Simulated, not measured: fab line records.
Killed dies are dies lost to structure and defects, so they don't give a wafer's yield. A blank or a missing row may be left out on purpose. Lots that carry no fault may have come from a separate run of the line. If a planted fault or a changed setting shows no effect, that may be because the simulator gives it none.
Comparing a struck lot with a sound one + flow rit_cmos + 27 out of 202 route steps
Sound: these wafers, L375.2, L375.4, L375.6. Struck: wafers L372.1, L372.3, L372.4. At the end, the cause is stated.
Each step with rows lists, per side, the tool, then ch with its chambers, then its first start. Under that, the readings that differ: sound wafers + struck wafers + difference of the means + sigmas: that difference in standard deviations of wafers without a fault.
alike: readings whose means differ by less than 2 such deviations, and words and numbers that are the same on both sides. not compared: withheld readings, readings that some wafer has no value for, bounds like >300 that may hide the same value, and numbers for which the record gives no deviation and whose values overlap.
Wherever a step has rows on one side only, a row that says differs or no value, or a row with sigmas, the two part there. Numbers that have no deviation but don't overlap get no sigmas and don't part them. A reading missing from all wafers of one side parts the sides only when that side holds two or more wafers.

first, 4 steps without rows for these wafers: RIT_CONTACT_SOFTBAKE_04 (time 60 s); RIT_CONTACT_EXPOSE_05 (exposes mask M11, target cd 1000 nm); RIT_CONTACT_PEB_06; RIT_CONTACT_DEVELOP_07 (develop time 120 s).
RIT_CONTACT_CD_MEAS_08: target cd 1000 nm.
  sound: cd_sem-02 at day 5 21:07; struck: cd_sem-01 at day 5 08:46
| reading    | sound               | struck            | difference | sigmas |
|------------|---------------------|-------------------|------------|--------|
| cd_nm (nm) | 1002.9 1000.4 999.6 | 994.3 996.5 995.7 | -5.5       | -2     |
RIT_CONTACT_OVL_MEAS_09:
  sound: overlay-01 at day 5 21:13; struck: overlay-02 at day 5 08:53
  alike: CONTACT_OVL
then, 1 step without rows for these wafers: RIT_CONTACT_HARDBAKE_10 (time 60 s).
RIT_CONTACT_ETCH_11: etches SiO2 in CHF3/CF4/Ar, stops on TiSi2, target depth 480 nm, time 320 s.
  sound on rie_diel-04 ch 1,3, day 5 21:28; struck on rie_diel-02 ch 0,1,3, day 5 09:04
  alike: drypump_motor_current_A, mfc_ar_sccm, oes_product_au, throttle_valve_pct
  not compared: rf_hours_counter_h
RIT_CONTACT_STRIP_12: strips in O2, time 180 s.
  sound on plasma_asher-04 ch 0,1, day 5 21:40; struck on plasma_asher-03 ch 0,1, day 5 09:16
  alike: drypump_motor_current_A
  not compared: rf_hours_counter_h
RIT_CONTACT_CD_MEAS_90: target cd 1000 nm.
  sound: cd_sem-01 at day 5 21:51; struck: cd_sem-02 at day 5 09:26
| reading    | sound               | struck            | difference | sigmas |
|------------|---------------------|-------------------|------------|--------|
| cd_nm (nm) | 1003.7 1000.2 999.8 | 994.2 997.1 995.7 | -5.6       | -2     |
then, 2 steps without rows for these wafers: RIT_CONTACT_CLEAN_13 (cleans in SC1, time 600 s); RIT_CONTACT_CLEAN_14 (cleans in SC2, time 600 s).
RIT_M1_SPUTTER_00: material Al, target thk 400 nm, time 500 s.
  sound: pvd_sputter-02 at day 5 22:18; struck: pvd_sputter-03 at day 5 09:55
  no value came back on the struck wafers for cathode_dc_power_W (W), chamber_pressure_pa (Pa), throttle_valve_pct (%); on the sound wafers cathode_dc_power_W (W) reads 2000.0 1999.2 2000.0
RIT_M1_RS_MEAS_01: the measuring method here is four-point-probe.
  sound: film_metro-04 at day 5 22:37; struck: film_metro-02 at day 5 10:12
| reading           | sound                | struck | difference                    | sigmas |
|-------------------|----------------------|--------|-------------------------------|--------|
| M1_AL_RS (ohm/sq) | 0.0729 0.0729 0.0728 | - - -  | no value on the struck wafers |        |
RIT_M1_THK_MEAS_02: measures by xrf.
  sound: film_metro-04 at day 5 22:44; struck: film_metro-02 at day 5 10:19
| reading        | sound       | struck   | difference | sigmas |
|----------------|-------------|----------|------------|--------|
| M1_AL_THK (nm) | 403 399 404 | <0 <0 <0 | differs    |        |
then, 6 steps without rows for these wafers: RIT_M1_HMDS_03 (prime time 60 s); RIT_M1_COAT_04 (resist thk 1300 nm); RIT_M1_SOFTBAKE_05 (time 60 s); RIT_M1_EXPOSE_06 (exposes mask M12, target cd 2600 nm); RIT_M1_PEB_07; RIT_M1_DEVELOP_08 (develop time 68 s).
RIT_M1_CD_MEAS_09: target cd 2600 nm.
  sound: cd_sem-02 at day 5 23:41; struck: cd_sem-02 at day 5 11:26
  alike: cd_nm
RIT_M1_OVL_MEAS_10:
  sound: overlay-01 at day 5 23:47; struck: overlay-02 at day 5 11:33
  alike: M1_OVL
then, 1 step without rows for these wafers: RIT_M1_HARDBAKE_11 (time 120 s).
RIT_M1_METAL_ETCH_12: etches Al in Cl2/BCl3, stops on SiO2, time 165 s, target depth 600 nm.
  sound on rie_metal-04 ch 0, day 6 00:04; struck on rie_metal-04 ch 0,1, day 5 11:50
| reading               | sound             | struck            | difference | sigmas |
|-----------------------|-------------------|-------------------|------------|--------|
| oes_product_au (a.u.) | 0.778 0.770 0.782 | 0.327 0.331 0.326 | -0.449     | -37    |
  alike: drypump_motor_current_A, he_backside_leak_sccm, throttle_valve_pct
  not compared: rf_hours_counter_h
then, 1 step without rows for these wafers: RIT_M1_STRIP_13 (strips in nmp, time 600 s).
RIT_M1_PROBE_99:
  sound: prober-02 at day 6 02:22; struck: prober-01 at day 5 14:05
| reading                  | sound          | struck         | difference | sigmas      |
|--------------------------|----------------|----------------|------------|-------------|
| defect_limited_yield (%) | 96.6 98.9 97.0 | 0 0 0          | -98        | -81         |
| killed_at_M0_to_M3       | 0 0 0          | 263 263 264    | +263       | +99 or more |
| killed_dies              | 9 3 8          | 264 264 264    | +257       | +83         |
| killed_on_rim            | 1 1 2          | 70 70 70       | +69        | +46         |
| killed_open              | 5 3 5          | 0 0 0          | -4         | -2          |
| sort_bin_3_pad_short (%) | 0 0 0          | 25.4 26.9 22.0 | +24.8      | +99 or more |
| sort_bin_5_function (%)  | 2.7 0.8 1.9    | 72.3 71.2 74.2 | +70.8      | +85         |
| sort_bin_6_memory (%)    | 0.8 0.4 1.1    | 2.3 1.9 3.8    | +1.9       | +3          |
| sort_n_pass              | 255 261 256    | 0 0 0          | -257       | -83         |
| sort_yield_pct (%)       | 96.6 98.9 97.0 | 0 0 0          | -98        | -81         |
  alike: killed_at_contacts, killed_at_front_end, killed_short

== WHERE THEY PART ==
Last at RIT_M1_PROBE_99 as far as this record goes, first at RIT_CONTACT_CD_MEAS_08.

WHY: what the simulator had put in
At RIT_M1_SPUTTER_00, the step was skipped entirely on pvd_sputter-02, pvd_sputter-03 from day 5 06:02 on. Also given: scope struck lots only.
